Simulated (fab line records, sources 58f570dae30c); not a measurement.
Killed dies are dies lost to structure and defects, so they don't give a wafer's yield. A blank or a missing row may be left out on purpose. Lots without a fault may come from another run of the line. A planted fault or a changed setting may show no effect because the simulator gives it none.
A struck lot beside a sound one | flow berkeley_cmos170 | 15 steps out of a route of 331
Sound: wafers L459.1, L459.4, L459.6. Struck: wafers L457.4, L457.6. (L457.2 of the same lot was not struck and is left out.) The cause comes at the end.
At each step with rows: each side's tool, then ch and its chambers, then its first start. Under that, the readings that differ: sound wafers | struck wafers | difference of the means | sigmas: that difference in standard deviations of wafers without a fault.
alike: readings whose means differ by less than 2 such deviations, and words and numbers that are the same on both sides. not compared: withheld readings, readings that some wafer has no value for, bounds like >300 that may hide the same value, and numbers for which the record gives no deviation and whose values overlap.
The two part at a step that has a row with sigmas, a row that says differs or no value, or rows on one side only. Numbers that don't overlap but have no deviation are shown without sigmas and don't part them. A reading that every wafer of one side lacks parts them only if that side has two wafers or more.

first, 2 steps without rows for these wafers: UCB170_NLDD_PEB_04; UCB170_NLDD_DEVELOP_05 (develop time 45 s).
UCB170_NLDD_CD_MEAS_06: target cd 1200 nm.
  sound on cd_sem-01, day 10 13:14; struck on cd_sem-01, day 9 23:56
  reading    | sound                | struck        | difference | sigmas
  cd_nm (nm) | 1197.2 1197.7 1198.1 | 1201.2 1199.8 | +2.8       | +2
UCB170_NLDD_OVL_MEAS_07:
  sound on overlay-02, day 10 13:22; struck on overlay-02, day 10 00:02
  alike: NLDD_OVL
then, 2 steps without rows for these wafers: UCB170_NLDD_IMPLANT_08; UCB170_NLDD_IMPLANT_09.
UCB170_NLDD_STRIP_10: strips in O2.
  sound on plasma_asher-01 ch 0, day 10 13:41; struck on plasma_asher-04 ch 1, day 10 00:22
  alike: drypump_motor_current_A, oes_product_au, strip_time_to_endpoint_s
  not compared: rf_hours_counter_h
UCB170_NLDD_TW_MEAS_11:
  sound on film_metro-04, day 10 13:47; struck on film_metro-04, day 10 00:28
  alike: NLDD_TW
then, 1 step without rows for these wafers: UCB170_NLDD_CLEAN_12 (cleans in SPM, time 600 s).
UCB170_SPACER_CVD_00: deposits SiO2 from TEOS/O2, target thk 376 nm, time 47 s.
  sound on pecvd-02 ch 0,2, day 10 14:02; struck on pecvd-04 ch 1,2, day 10 01:31
  alike: heater_power_w, pressure_mtorr
UCB170_SPACER_THK_MEAS_01:
  sound on film_metro-03, day 10 14:05; struck on film_metro-01, day 10 01:34
  alike: SPACER_TEOS_THK
then, 1 step without rows for these wafers: UCB170_SPACER_ANNEAL_02 (time 1800 s).
UCB170_SPACER_ETCHBACK_03: etches SiO2 in CHF3/CF4/Ar, stops on Si, target depth 376 nm, time 100 s.
  sound on rie_diel-01 ch 0,2, day 10 18:43; struck on rie_diel-02 ch 2, day 10 05:01
  reading                     | sound             | struck      | difference | sigmas
  drypump_motor_current_A (A) | 6.1 6.0 6.2       | 5.1 5.1     | -1.0       | -2
  rf_fwd_power_W (W)          | 500.9 496.8 498.1 | 416.5 417.6 | -81.6      | -45
  alike: oes_product_au, throttle_valve_pct
  not compared: rf_hours_counter_h
then, 1 step without rows for these wafers: UCB170_PSD_HMDS_00 (prime time 60 s).
UCB170_M3_PROBE_99:
  sound on prober-02, day 12 03:13; struck on prober-02, day 11 09:09
  reading                                | sound                | struck        | difference | sigmas
  model.etest.pplus_sal.width_nm (nm)    | 707.8 740.7 687.5    | 625.7 612.3   | -93.0      |
  model.etest.nplus_sal.width_nm (nm)    | 709.4 736.5 686.4    | 622.6 610.1   | -94.4      |
  model.etest.field_p_metal.vt_v (V)     | -60.15 -58.96 -60.59 | -61.9 -62.33  | -2.2       |
  model.etest.field_n_metal.vt_v (V)     | 53.17 52.21 53.62    | 54.22 54.8    | +1.51      |
  model.etest.pplus_sal.line_ohm_um      | 5.113 4.933 5.354    | 5.861 6.031   | +0.813     |
  model.etest.nplus_sal.line_ohm_um      | 5.094 4.801 5.246    | 5.852 5.998   | +0.878     |
  model.etest.diode_nplus_comb.cj_ff_um2 | 0.8004 0.8052 0.8011 | 0.7987 0.7992 | -0.0033    |
  model.etest.diode_pplus_comb.cj_ff_um2 | 1.106 1.106 1.103    | 1.099 1.097   | -0.007     |

WHERE THEY PART
First at UCB170_NLDD_CD_MEAS_06; last, within this record, at UCB170_SPACER_ETCHBACK_03.

WHY: what the simulator had put in
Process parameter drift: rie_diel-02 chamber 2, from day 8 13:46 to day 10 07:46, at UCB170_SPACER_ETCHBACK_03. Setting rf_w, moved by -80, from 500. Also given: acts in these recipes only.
